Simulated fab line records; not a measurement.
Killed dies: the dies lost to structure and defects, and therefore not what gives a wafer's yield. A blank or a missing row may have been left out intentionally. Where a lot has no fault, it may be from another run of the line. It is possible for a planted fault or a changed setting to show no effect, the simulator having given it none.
fab line records -- flow ritCmos
record: lots: 13, wafers: 39, lastDay: 7
route steps=202 shown NWELL@34 GATE@95 CONTACT@181 M1@202
lots with no fault: from the same line, run without faults
startH: hours from the record's opening day to when the first of the lot's shown wafers began -- waitH: how many hours have passed since the lot's step before this one -- " same as the row above -- L1.1+2: one row covering several wafers at once -- - value missing, or start not given -- * or withheld: withheld -- < > ~ a bound
route shown NAME@n: names a module that has steps shown in the file, with the first one's number in the route -- usual: mean/standard deviation of fault-free wafers -- same: alike in all rows -- chamber/n: place in a boat -- sites: readings site by site -- _std_site: their standard deviation -- _edge_site: outer sites' mean less inner sites' -- radiusMm: how far each site lies from the wafer's centre -- mask NAME#n: copy n -- behind: the tool/chamber that last shaped the wafer -- hold: what put the lot on hold/how long, in hours/how the hold closed -- device: the transistor (n, p or np) that didn't switch -- end of line: tests run on the same wafers once the route is complete -- a step given without rows: its recipe and nothing more -- killed: dies that structure and defects cost at the first sort, which is not the same as the wafer's yield -- map: the dies of a wafer, with x for killed, . for not killed, _ for no die there
set.NAME: the setting that was run; set.NAME@STEP: the one run at that earlier step -- model.NAME: the simulator's own value behind a step, which no gauge read
a sample of lots followed through the steps of the route, with each step as a table and each wafer as a row
services: the hour from which a tool's chamber was out of use, counted from the record's first day as startH (under 0 if before that day), plus the number of hours and why
== steps ==
step: RIT_NWELL_OVL_MEAS_06
usual: NWELL_OVL: -0.1/1.2
lot.wafer,tool,chamber,startH,waitH,NWELL_OVL[nm]
L857.2,overlay-01,-,26.96,-,0.9
L857.5,overlay-01,-,26.96,-,0.5
L857.6,overlay-01,-,26.96,-,1.1
L858.2,overlay-02,-,30.75,-,0.4
L858.3,overlay-02,-,30.75,-,-0.6
L858.6,overlay-02,-,30.75,-,0.6
L859.4,overlay-02,-,39.65,-,-1.3
L859.5,overlay-02,-,39.65,-,0.6
L859.6,overlay-02,-,39.65,-,0.0
L861.1,overlay-01,-,57.30,-,1.9
L861.4,overlay-01,-,57.30,-,1.7
L861.6,overlay-01,-,57.30,-,1.0
L862.4,overlay-02,-,57.63,-,1.3
L862.5,overlay-02,-,57.63,-,0.1
L862.6,overlay-02,-,57.63,-,2.5
L863.2,overlay-01,-,57.66,-,-0.7
L863.4,overlay-01,-,57.66,-,0.6
L863.6,overlay-01,-,57.66,-,0.9
L866.1,overlay-01,-,73.30,-,-0.7
L866.2,overlay-01,-,73.30,-,-0.6
L866.5,overlay-01,-,73.30,-,-0.9
L867.1,overlay-02,-,89.13,-,0.2
L867.2,overlay-02,-,89.13,-,-0.1
L867.6,overlay-02,-,89.13,-,-0.2
L869.1,overlay-01,-,96.56,-,-1.4
L869.4,overlay-01,-,96.56,-,-0.2
L869.6,overlay-01,-,96.56,-,-0.2
L874.1,overlay-01,-,112.05,-,-1.4
L874.4,overlay-01,-,112.05,-,-0.8
L874.6,overlay-01,-,112.05,-,0.0
L876.3,overlay-02,-,121.44,-,-2.2
L876.4,overlay-02,-,121.44,-,-1.5
L876.5,overlay-02,-,121.44,-,-1.6
L878.1,overlay-02,-,127.24,-,-1.3
L878.3,overlay-02,-,127.24,-,-2.9
L878.6,overlay-02,-,127.24,-,-2.3
L880.1,overlay-01,-,139.61,-,-0.3
L880.2,overlay-01,-,139.61,-,-1.1
L880.3,overlay-01,-,139.61,-,-2.3
step: RIT_GATE_ETCH_19
recipe: chemistry: SF6/CHF3/O2, timeS: 165, SF6_flow_sccm: 30, CHF3_flow_sccm: 30, O2_flow_sccm: 5, target: poly-Si, pressureMtorr: 40, rfW: 160, targetDepthA: 3125, overEtchFrac: 0.25, stopOn: SiO2
usual: chamberPressureMTorr: 40.00/0.038, drypumpMotorCurrentA: 5.9/0.56, oesProductAu: 0.854/0.012, throttleValvePct: 10.27/0.079
lot.wafer,tool,chamber,startH,waitH,chamberPressureMTorr,drypumpMotorCurrentA,oesProductAu,rfHoursCounterH,throttleValvePct
L857.2,rieSi-01,1,54.29,0.1,40.03,5.4,0.850,1,10.23
L857.5,rieSi-01,0,54.29,0.1,40.02,6.0,0.858,-,10.26
L857.6,rieSi-01,3,54.29,0.1,40.00,4.8,0.845,-,10.12
L858.2,rieSi-02,0,59.16,0.1,40.00,6.2,0.837,152,10.26
L858.3,rieSi-02,3,59.16,0.1,40.00,5.7,0.882,3,10.22
L858.6,rieSi-02,0,59.16,0.1,39.99,6.2,0.845,-,10.25
L859.4,rieSi-01,3,70.82,0.1,39.95,4.7,0.837,154,10.13
L859.5,rieSi-01,3,70.82,0.1,40.05,4.7,0.837,-,10.13
L859.6,rieSi-01,2,70.82,0.1,39.89,6.5,0.857,-,10.31
L861.1,rieSi-01,1,86.83,0.1,39.96,5.4,0.850,1,10.22
L861.4,rieSi-01,0,86.83,0.1,39.98,6.0,0.855,75,10.27
L861.6,rieSi-01,2,86.83,0.1,40.02,6.5,0.861,-,10.30
L862.4,rieSi-02,1,86.95,0.1,39.93,6.5,0.858,120,10.40
L862.5,rieSi-02,3,86.95,0.1,39.98,5.8,0.859,-,10.25
L862.6,rieSi-02,0,86.95,0.1,39.99,6.2,0.836,-,10.27
L863.2,rieSi-01,0,87.06,0.1,40.05,6.0,0.851,76,10.25
L863.4,rieSi-01,3,87.06,0.1,39.97,4.8,0.834,154,10.11
L863.6,rieSi-01,3,87.06,0.1,40.00,4.7,0.834,-,10.13
L866.1,rieSi-02,3,93.77,0.1,39.93,5.8,0.874,3,10.23
L866.2,rieSi-02,2,93.77,0.1,39.97,6.1,0.865,88,10.36
L866.5,rieSi-02,2,93.77,0.1,39.98,6.0,0.860,-,10.36
L867.1,rieSi-02,2,113.51,0.1,39.94,6.0,0.875,88,10.38
L867.2,rieSi-02,3,113.51,0.1,40.00,5.8,0.868,3,10.22
L867.6,rieSi-02,2,113.51,0.1,40.01,6.0,0.878,-,10.35
L869.1,rieSi-01,2,124.40,0.1,40.00,6.6,0.871,84,10.29
L869.4,rieSi-01,3,124.40,0.1,40.00,4.8,0.735,0,10.16
L869.6,rieSi-01,0,124.40,0.1,40.00,6.0,0.869,-,10.26
L874.1,rieSi-02,2,133.54,0.1,40.03,6.0,0.864,89,10.37
L874.4,rieSi-02,3,133.54,0.1,39.99,5.8,0.860,4,10.22
L874.6,rieSi-02,1,133.54,0.1,39.93,6.5,0.852,-,10.39
L876.3,rieSi-02,0,141.82,0.1,39.98,6.2,0.835,0,10.26
L876.4,rieSi-02,3,141.82,0.1,40.01,5.8,0.868,4,10.21
L876.5,rieSi-02,1,141.82,0.1,39.94,6.5,0.865,-,10.39
L878.1,rieSi-02,3,146.83,0.1,40.03,5.7,0.865,4,10.22
L878.3,rieSi-02,0,146.83,0.1,39.95,6.2,0.852,0,10.25
L878.6,rieSi-02,1,146.83,0.1,40.02,6.5,0.861,-,10.39
L880.1,rieSi-02,3,157.11,0.1,39.97,5.7,0.864,4,10.21
L880.2,rieSi-02,1,157.11,0.1,40.04,6.5,0.852,121,10.39
L880.3,rieSi-02,0,157.11,0.1,39.97,6.3,0.847,0,10.24
step: RIT_CONTACT_CD_MEAS_90
recipe: targetCdNm: 1000
usual: cdNm: 999.7/2.5
lot.wafer,tool,chamber,startH,waitH,cdNm
L857.2,cdSem-02,-,71.14,0.1,998.9
L857.5,cdSem-02,-,71.14,0.1,1001.4
L857.6,cdSem-02,-,71.14,0.1,1001.1
L858.2,cdSem-01,-,77.48,0.1,1002.4
L858.3,cdSem-01,-,77.48,0.1,1001.0
L858.6,cdSem-01,-,77.48,0.1,1002.5
L859.4,cdSem-02,-,95.55,0.1,1003.3
L859.5,cdSem-02,-,95.55,0.1,1004.0
L859.6,cdSem-02,-,95.55,0.1,1001.2
L861.1,cdSem-02,-,107.97,0.1,1000.2
L861.4,cdSem-02,-,107.97,0.1,998.3
L861.6,cdSem-02,-,107.97,0.1,1001.4
L863.2,cdSem-01,-,108.13,0.1,996.3
L863.4,cdSem-01,-,108.13,0.1,995.8
L863.6,cdSem-01,-,108.13,0.1,996.4
L862.4,cdSem-01,-,121.55,0.1,1005.4
L862.5,cdSem-01,-,121.55,0.1,1004.7
L862.6,cdSem-01,-,121.55,0.1,1003.6
L866.1,cdSem-01,-,122.01,0.2,1000.7
L866.2,cdSem-01,-,122.01,0.2,999.9
L866.5,cdSem-01,-,122.01,0.2,999.2
L867.1,cdSem-01,-,131.21,0.1,994.9
L867.2,cdSem-01,-,131.21,0.1,999.0
L867.6,cdSem-01,-,131.21,0.1,997.5
L869.1,cdSem-01,-,141.09,0.1,1002.7
L869.6,cdSem-01,-,141.09,0.1,1001.2
L874.1,cdSem-02,-,150.62,0.1,1000.1
L874.4,cdSem-02,-,150.62,0.1,999.9
L874.6,cdSem-02,-,150.62,0.1,999.3
L876.3,cdSem-01,-,158.84,0.1,998.1
L876.4,cdSem-01,-,158.84,0.1,997.5
L876.5,cdSem-01,-,158.84,0.1,997.9
L878.1,cdSem-01,-,163.94,0.1,997.3
L878.3,cdSem-01,-,163.94,0.1,998.6
L878.6,cdSem-01,-,163.94,0.1,999.5
L880.1,cdSem-02,-,173.00,0.1,997.8
L880.2,cdSem-02,-,173.00,0.1,999.0
L880.3,cdSem-02,-,173.00,0.1,1000.8
step: RIT_M1_PROBE_99
usual: killedAtContacts: 0.1/0.25, killedAtFrontEnd: 7/3.1, killedDies: 7/3.2, killedOnRim: 1.9/1.5, killedOpen: 3.3/2, killedShort: 3.5/2
same: grossDies: 264, killed_at_M0_to_M3: 0, killed_at_M4_up: 0, killedAtBackSide: 0, killedAtOther: 0
lot.wafer,tool,chamber,startH,waitH,killedAtContacts,killedAtFrontEnd,killedDies,killedOnRim,killedOpen,killedShort
L861.1,prober-02,-,114.33,0.1,0,5,5,2,2,3
L861.4,prober-02,-,114.48,0.2,0,5,5,0,2,3
L861.6,prober-02,-,114.58,0.2,1,5,6,3,3,3
L869.1,prober-01,-,145.67,0.1,0,6,6,4,3,3
L869.4,prober-01,-,145.82,0.2,0,264,264,70,2,1
L869.6,prober-01,-,145.92,0.2,0,4,4,0,2,2
L876.3,prober-02,-,163.51,0.2,0,5,5,1,3,2
L876.4,prober-02,-,163.56,0.2,0,6,6,2,3,3
L876.5,prober-02,-,163.61,0.2,0,10,10,2,3,7
L878.1,prober-02,-,168.84,0.1,0,8,8,4,4,4
L878.3,prober-02,-,168.94,0.2,0,4,4,0,1,3
L878.6,prober-02,-,169.09,0.2,0,6,6,0,2,4
killed by level:class
L861.1 REOX:geometricParticle:short=3 GATE:geometricParticle:open=1 SILICIDE:geometricParticle:open=1
L861.4 FOX2:geometricParticle:short=1 FOX2:geometricParticle:open=1 GATE:geometricParticle:open=1 REOX:geometricParticle:short=1 SILICIDE:geometricParticle:short=1
L861.6 GATE:geometricParticle:short=2 FOX1:geometricParticle:short=1 GATE:geometricParticle:open=1 SILICIDE:geometricParticle:open=1 CONTACT:geometricParticle:open=1
L869.1 SPACER:geometricParticle:short=2 SILICIDE:geometricParticle:open=2 FOX1:geometricParticle:open=1 REOX:geometricParticle:short=1
L869.4 GATE:areaEtch=261 GATE:geometricParticle:open=2 GATE:geometricParticle:short=1
L869.6 GATE:geometricParticle:short=2 FOX1:geometricParticle:open=1 GATE:geometricParticle:open=1
L876.3 GATE:geometricParticle:open=2 FOX2:geometricParticle:short=1 REOX:geometricParticle:short=1 SPACER:geometricParticle:open=1
L876.4 SILICIDE:geometricParticle:short=3 REOX:geometricParticle:open=2 GATE:geometricParticle:open=1
L876.5 GATE:geometricParticle:short=3 FOX2:geometricParticle:open=2 REOX:geometricParticle:short=2 SPACER:geometricParticle:short=2 SPACER:geometricParticle:open=1
L878.1 FOX1:geometricParticle:short=2 GATE:geometricParticle:open=2 FOX1:geometricParticle:open=1 GATE:geometricParticle:short=1 SPACER:geometricParticle:open=1 SILICIDE:geometricParticle:short=1
L878.3 SILICIDE:geometricParticle:short=2 REOX:geometricParticle:short=1 SPACER:geometricParticle:open=1
L878.6 GATE:geometricParticle:short=2 FOX1:geometricParticle:open=1 FOX2:geometricParticle:open=1 FOX2:geometricParticle:short=1 SILICIDE:geometricParticle:short=1
== services ==
tool,chamber,startH,hours,kind
rieSi-01,3,94.16,-,clean
rieSi-01,3,94.16,21.3,scheduledDown
rieSi-01,3,94.16,21.3,ventCycle
rieSi-02,0,101.30,-,clean
rieSi-02,0,101.30,15.9,scheduledDown
rieSi-02,0,101.30,15.9,ventCycle
rieSi-02,-,114.16,4.1,repair
== key ==
firstSign: step: RIT_GATE_ETCH_19, reading: oesProductAu, direction: down, sigmas: 9.7, usual: 0.854, struck: 0.735
effect: step: RIT_M1_PROBE_99, reading: killedAtFrontEnd, direction: up, sigmas: 82, usual: 7, struck: 264
moreKillsBornAt: RIT_GATE_ETCH_19@rieSi-01: 261
metAt RIT_GATE_ETCH_19
struckLots L869
struckWafers L869.4
laterRowsLeftOut L869.4
testerLeftOut L869
notActingAt RIT_NWELL_OVL_MEAS_06,RIT_CONTACT_CD_MEAS_90
onsetBetween 87.06 124.40
fault: kind: processParameterDrift, tool: rieSi-01, chamber: 3, onsetH: 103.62, steps: RIT_GATE_ETCH_19, channel: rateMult, offset: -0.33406, shape: step, endH: 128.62
testerLeftOut: of these lots the tester's yield and bins aren't shown, on N5 and GAA mostly nor the transistor test; their killed dies are dies lost to structure and defects alone, not to doping, threshold or leakage, so they don't give the yield
laterRowsLeftOut: the simulator's readings of these wafers behind a module that went badly wrong aren't trusted and aren't shown, but for the sort
